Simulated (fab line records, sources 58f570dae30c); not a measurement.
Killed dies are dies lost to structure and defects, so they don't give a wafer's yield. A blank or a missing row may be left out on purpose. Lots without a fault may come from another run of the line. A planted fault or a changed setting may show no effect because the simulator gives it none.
Which tool did it? | flow berkeley_cmos170 | 7 lots, 21 wafers sampled, at 2 steps of a route of 331

WHAT THE GAUGES READ, wafer by wafer
UCB170_PVT_TW_MEAS_09.
lot  | measured     | on            | PVT_TW
L554 | day 6 01:42  | film_metro-01 | 509.8 508.4 509.0
L557 | day 6 06:41  | film_metro-01 | 511.3 511.2 505.8
L559 | day 7 08:31  | film_metro-01 | 513.0 510.0 508.0
L569 | day 8 17:14  | film_metro-03 | 515.2 517.0 515.1
L571 | day 9 04:35  | film_metro-04 | 450.7 451.6 449.4
L574 | day 9 13:50  | film_metro-03 | 514.6 512.5 511.9
L577 | day 10 08:11 | film_metro-03 | 515.3 511.0 511.0

WHICH TOOL RAN EACH LOT (tool, then ch and the chambers of the sampled wafers, then the start)
lot  | UCB170_PVT_IMPLANT_07
L554 | implanter-04 ch 0, day 6 01:28
L557 | implanter-01 ch 0, day 6 06:27
L559 | implanter-01 ch 0, day 7 08:12
L569 | implanter-03 ch 0, day 8 17:01
L571 | implanter-01 ch 0, day 9 04:22
L574 | implanter-03 ch 0, day 9 13:38
L577 | implanter-04 ch 0, day 10 07:56
- UCB170_PVT_IMPLANT_07

THE ANSWER, worked out from the rows above alone
Rule: what is usual is taken from the lots themselves. Put in order of their means at a reading, lots are off if they are a third of the lots or fewer, leave a main group of 4 or more, and stand apart from it by a gap of 3 or more times the standard deviation of the main group's means; of several such gaps the widest counts. A main group whose means are all the same, to the digits that the tables above print for the reading, isn't used. A lot without any number at a reading at which 4 lots or more have one is off too. The other lots that the step has rows for count as sound.
Off: L571, at UCB170_PVT_TW_MEAS_09 (PVT_TW). The main group: mean 511.7, standard deviation 2.3.
A tool fits if, at a process step before that reading, it ran every lot that is off, and no sound lot after the first of them. The gauges at UCB170_PVT_TW_MEAS_09 are tried like those tools. Can't be told from this: 2 tools fit, implanter-01 at UCB170_PVT_IMPLANT_07, film_metro-04 at UCB170_PVT_TW_MEAS_09.

WHAT THE SIMULATOR HAD PUT IN
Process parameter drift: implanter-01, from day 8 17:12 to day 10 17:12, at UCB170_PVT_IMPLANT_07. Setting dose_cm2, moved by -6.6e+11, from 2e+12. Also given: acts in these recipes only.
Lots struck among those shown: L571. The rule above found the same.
